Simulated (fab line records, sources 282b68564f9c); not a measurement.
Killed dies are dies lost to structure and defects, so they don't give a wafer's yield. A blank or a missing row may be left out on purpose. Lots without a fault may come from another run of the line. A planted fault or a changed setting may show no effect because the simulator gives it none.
fab line records | flow rit_cmos
record lots=14 wafers=42 last_day=7
route steps=202 shown ACTIVE@9
lots that met no fault: from a run of the same line without faults
start_h: hours from the record's first day to the start of the lot's first wafer shown | wait_h: hours since the lot's step before | " the same as in the row above | L1.1+2: a row that stands for several wafers | - no value, or no start given | * or withheld: withheld | < > ~ a bound
route shown NAME@n: a module of which the file shows steps, and the number in the route of the first | usual: mean/standard deviation of fault-free wafers | same: alike in all rows | chamber/n: place in a boat | sites: the reading at each site | _std_site: their standard deviation | _edge_site: outer sites' mean less inner sites' | radius_mm: how far each site lies from the wafer's centre | mask NAME#n: copy n | behind: the tool/chamber that last shaped the wafer | hold: why the lot was held/for how many hours/how that ended | device: the transistor (n, p or np) that didn't switch | end of line: the same wafers' tests at the end of the route | a step without rows: its recipe alone | killed: dies lost to structure and defects at the first sort, not the wafer's yield | map: a wafer's dies, x killed, . not, _ none there
set.NAME: the setting as run; set.NAME@STEP: as run at that earlier step | model.NAME: the simulator's own value behind a step, which no gauge read
steps of the route over a sample of lots; a table a step, a row a wafer
services: from which hour (start_h, from the record's first day; less than 0 if before it) a tool's chamber was out of use, for how many hours, and why
## steps
# step RIT_ACTIVE_EXPOSE_08
# recipe mask_id=M1 na=0.6 source_shape=conventional sigma_outer=0.6 target_cd_nm=1400 dose_mj=225
# usual exposure_dose_mJ_cm2=224.94/0.19 focus_offset_nm=0.0/0.55
# columns lot.wafer tool chamber start_h wait_h mask exposure_dose_mJ_cm2 focus_offset_nm
L759.1 iline_stepper-02 0 15.00 0.1 M1#0 225.18 -0.7
L759.4 " 0 " " M1#0 225.10 0.4
L759.5 " 0 " " M1#0 225.36 -0.5
L760.2 iline_stepper-01 0 20.28 0.2 M1#0 224.62 0.1
L760.4 " 0 " " M1#0 224.78 -0.3
L760.6 " 0 " " M1#0 225.06 -0.3
L761.2 iline_stepper-01 0 24.87 0.1 M1#0 224.67 0.6
L761.3 " 0 " " M1#0 224.97 -0.1
L761.5 " 0 " " M1#0 224.83 -0.1
L762.1 iline_stepper-02 0 30.93 0.2 M1#0 224.99 0.7
L762.3 " 0 " " M1#0 225.15 0.7
L762.4 " 0 " " M1#0 224.90 0.4
L767.1 iline_stepper-01 0 54.04 0.1 M1#0 224.83 0.3
L767.3 " 0 " " M1#0 224.73 -1.5
L767.5 " 0 " " M1#0 224.85 0.5
L770.2 iline_stepper-01 - 70.73 0.2 M1#0 - -
L770.4 " - " " M1#0 - -
L770.5 " - " " M1#0 - -
L771.1 iline_stepper-02 - 74.23 0.2 M1#0 - -
L771.4 " - " " M1#0 - -
L771.5 " - " " M1#0 - -
L774.1 iline_stepper-02 0 92.71 0.1 M1#0 224.70 0.1
L774.5 " 0 " " M1#0 224.58 0.3
L774.6 " 0 " " M1#0 225.02 -0.9
L777.1 iline_stepper-02 0 104.34 0.2 M1#0 225.11 -0.6
L777.2 " 0 " " M1#0 225.08 -0.5
L777.3 " 0 " " M1#0 225.02 -0.6
L778.1 iline_stepper-01 0 111.73 0.2 M1#0 225.04 0.4
L778.2 " 0 " " M1#0 225.16 0.3
L778.5 " 0 " " M1#0 225.36 0.4
L779.1 iline_stepper-01 0 114.78 0.1 M1#0 224.86 -0.9
L779.2 " 0 " " M1#0 224.99 0.3
L779.5 " 0 " " M1#0 224.51 0.0
L780.1 iline_stepper-02 0 119.31 0.2 M1#0 224.95 0.4
L780.3 " 0 " " M1#0 225.22 0.9
L780.4 " 0 " " M1#0 225.26 0.4
L781.1 iline_stepper-02 0 125.10 0.2 M1#0 224.83 0.1
L781.2 " 0 " " M1#0 225.12 0.5
L781.4 " 0 " " M1#0 225.18 0.2
L782.2 iline_stepper-02 0 130.10 0.1 M1#0 224.95 0.2
L782.5 " 0 " " M1#0 225.03 -0.3
L782.6 " 0 " " M1#0 225.22 -0.5
## services
# columns tool chamber start_h hours kind
iline_stepper-01 0 8.40 - calibration
iline_stepper-02 - 70.56 2.1 repair
iline_stepper-01 - 84.15 8.8 repair
iline_stepper-01 - 84.47 8.8 repair
iline_stepper-01 - 117.68 2.5 repair
## key
first_sign step=RIT_ACTIVE_EXPOSE_08 reading=tool_record direction=missing
effect none on later readings
met_at RIT_ACTIVE_EXPOSE_08
struck_lots L770,L771
later_rows_left_out L770.2,L770.4,L770.5,L771.1,L771.4,L771.5
sort_left_out L770.2,L770.4,L770.5,L771.1,L771.4,L771.5
tester_left_out L770,L771
onset_between 54.04 70.73
fault kind=skipped_step_whole tool=iline_stepper-01,iline_stepper-02 chamber=- onset_h=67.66 steps=RIT_ACTIVE_EXPOSE_08 scope=struck_lots_only
# tester_left_out: of these lots the tester's yield and bins aren't shown, on N5 and GAA mostly nor the transistor test; their killed dies are dies lost to structure and defects alone, not to doping, threshold or leakage, so they don't give the yield
# sort_left_out: the simulated sort isn't trusted on such a fault, so these wafers' sort isn't shown, and their yield isn't known
# later_rows_left_out: the simulator's readings of these wafers behind a module that went badly wrong aren't trusted and aren't shown, but for the sort
